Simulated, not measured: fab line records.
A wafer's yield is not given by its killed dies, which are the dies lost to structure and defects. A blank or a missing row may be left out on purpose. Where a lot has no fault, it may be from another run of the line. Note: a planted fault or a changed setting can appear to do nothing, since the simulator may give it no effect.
2 desks looking at one fault / flow ritCmos / only its own numbers are on each desk; what lay behind them is given at the end

== THE METROLOGY DESK ==
Means of the sampled wafers that have a number, per lot and without regard to the tool the lot ran on: this is what the gauges read. The brackets show how far a lot's mean lies from the usual mean; more than 4 standard deviations puts the lot out of limits, marked OUT. 7 of its 10 readings are shown, namely those furthest out on some lot.
Columns: A = PLDD_OVL at RIT_PLDD_OVL_MEAS_06, usual -0.6 nm; B = PLDD_TW at RIT_PLDD_TW_MEAS_10, usual 2344; C = NSD_OVL at RIT_NSD_OVL_MEAS_06, usual 0.4 nm; D = NSD_TW at RIT_NSD_TW_MEAS_10, usual 3131; E = PSD_OVL at RIT_PSD_OVL_MEAS_06, usual 0.0 nm; F = PSD_TW at RIT_PSD_TW_MEAS_10, usual 3431; G = NSD_RS at RIT_SDANNEAL_RS_MEAS_05, usual 84.36 ohm/sq
lot=L390; first seen here=day 3 01:52; A=-0.2; B=2337; C=0.4; D=3134; E=-2.4; F=3421; G=84.88
lot=L395; first seen here=day 4 02:19; A=-0.2; B=2343; C=0.4; D=3128; E=2.1; F=3431; G=84.47
lot=L401; first seen here=day 5 05:59; A=-3.4; B=2329; C=-0.7; D=3140; E=-0.1; F=3439; G=84.29
lot=L409; first seen here=day 6 23:24; A=-0.2; B=2349; C=-1.4; D=3134; E=-0.3; F=3455; G=84.47
lot=L411; first seen here=day 7 11:01; A=-3.0; B=2345; C=-1.5; D=3156; E=0.1; F=3424; G=84.47
Finding of this desk: none of the 5 lots has anything out of limits.

== FOR THE TOOL OWNER'S DESK: rieDiel-01 ==
The tool's own readings at RIT_SPACER_ETCHBACK_05 (etches Si3N4 in SF6/CHF3, stops on SiO2, target depth 250 nm, time 240 s): means of the sampled wafers that have a number, for each lot that ran on this tool. The brackets show how far a lot's mean lies from the usual mean; more than 4 standard deviations puts the lot out of limits, marked OUT.
Columns: A = drypumpMotorCurrentA at RIT_SPACER_ETCHBACK_05, usual 5.6 A; B = oesProductAu at RIT_SPACER_ETCHBACK_05, usual 0.844 a.u.; C = runLengthS at RIT_SPACER_ETCHBACK_05, usual 268.1 s; D = throttleValvePct at RIT_SPACER_ETCHBACK_05, usual 10.40 %
lot=L395; first seen here=day 4 05:17; A=5.5; B=0.842; C=268.3; D=10.32
lot=L401; first seen here=day 5 09:10; A=5.5; B=0.813; C=285.3 (+30) OUT; D=10.38
This desk's verdict: out of limits on L401, starting with L401 at day 5 09:10 (runLengthS at RIT_SPACER_ETCHBACK_05). Within limits: L395.

== ALL TOGETHER ==
On L401, at day 5 09:10, an alarm was possible from the tool owner's desk.
Metrology desk: nothing out of limits seen.
The metrology desk holds a record of L401, inside its limits.
The lots listed all ran RIT_SPACER_ETCHBACK_05 on rieDiel-01.

== WHAT THE SIMULATOR PUT IN ==
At RIT_SPACER_ETCHBACK_05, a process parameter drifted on rieDiel-01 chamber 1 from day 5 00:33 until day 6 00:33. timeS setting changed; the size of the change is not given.
Shown lots that were struck: L401.
Each desk's first reading out of limits, in hours after the fault started: the tool owner's desk, 9.
